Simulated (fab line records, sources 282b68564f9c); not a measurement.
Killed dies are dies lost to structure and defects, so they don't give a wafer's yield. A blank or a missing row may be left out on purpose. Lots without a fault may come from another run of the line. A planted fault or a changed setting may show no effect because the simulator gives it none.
Which tool did it? | flow rit_cmos | 7 lots, 21 wafers sampled, at 2 steps of a route of 202

WHAT THE GAUGES READ, wafer by wafer
RIT_FOX2_THK_MEAS_91.
lot  | measured    | on            | FIELD_OXIDE_LEFT_2_THK (nm)
L364 | day 2 13:19 | film_metro-01 | 244 249 246
L366 | day 2 23:43 | film_metro-01 | 254 257 260
L368 | day 3 08:54 | film_metro-01 | 255 254 252
L370 | day 3 19:13 | film_metro-03 | 243 244 239
L372 | day 4 07:47 | film_metro-03 | 290 286 289
L382 | day 6 10:40 | film_metro-03 | 252 251 255
L386 | day 7 13:21 | film_metro-03 | 245 245 248

WHICH TOOL RAN EACH LOT (tool, then ch and the chambers of the sampled wafers, then the start)
lot  | RIT_GATE_WET_ETCH_00
L364 | wet_bench-04 ch 2, day 2 12:25
L366 | wet_bench-01 ch 2, day 2 23:14
L368 | wet_bench-04 ch 1, day 3 08:29
L370 | wet_bench-04 ch 1, day 3 18:47
L372 | wet_bench-04 ch 2, day 4 07:18
L382 | wet_bench-01 ch 2, day 6 10:15
L386 | wet_bench-01 ch 0, day 7 12:55
- RIT_GATE_WET_ETCH_00: etches SiO2 in BOE, target depth 56 nm, time 60 s.

THE ANSWER, worked out from the rows above alone
Rule: what is usual is taken from the lots themselves. Put in order of their means at a reading, lots are off if they are a third of the lots or fewer, leave a main group of 4 or more, and stand apart from it by a gap of 3 or more times the standard deviation of the main group's means; of several such gaps the widest counts. A main group whose means are all the same, to the digits that the tables above print for the reading, isn't used. A lot without any number at a reading at which 4 lots or more have one is off too. The other lots that the step has rows for count as sound.
Off: L372, at RIT_FOX2_THK_MEAS_91 (FIELD_OXIDE_LEFT_2_THK). The main group: mean 250 nm, standard deviation 5.2.
A tool fits if, at a process step before that reading, it ran every lot that is off, and no sound lot after the first of them. The gauges at RIT_FOX2_THK_MEAS_91 are tried like those tools. One fits: wet_bench-04 at RIT_GATE_WET_ETCH_00. Its last sound lot is L370 (day 3 18:47), its first lot that is off L372 (day 4 07:18): a fault that began between those two fits.

WHAT THE SIMULATOR HAD PUT IN
Process parameter drift: wet_bench-04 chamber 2, from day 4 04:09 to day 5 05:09, at RIT_GATE_WET_ETCH_00. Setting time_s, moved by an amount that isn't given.
Lots struck among those shown: L372. The rule above found the same.
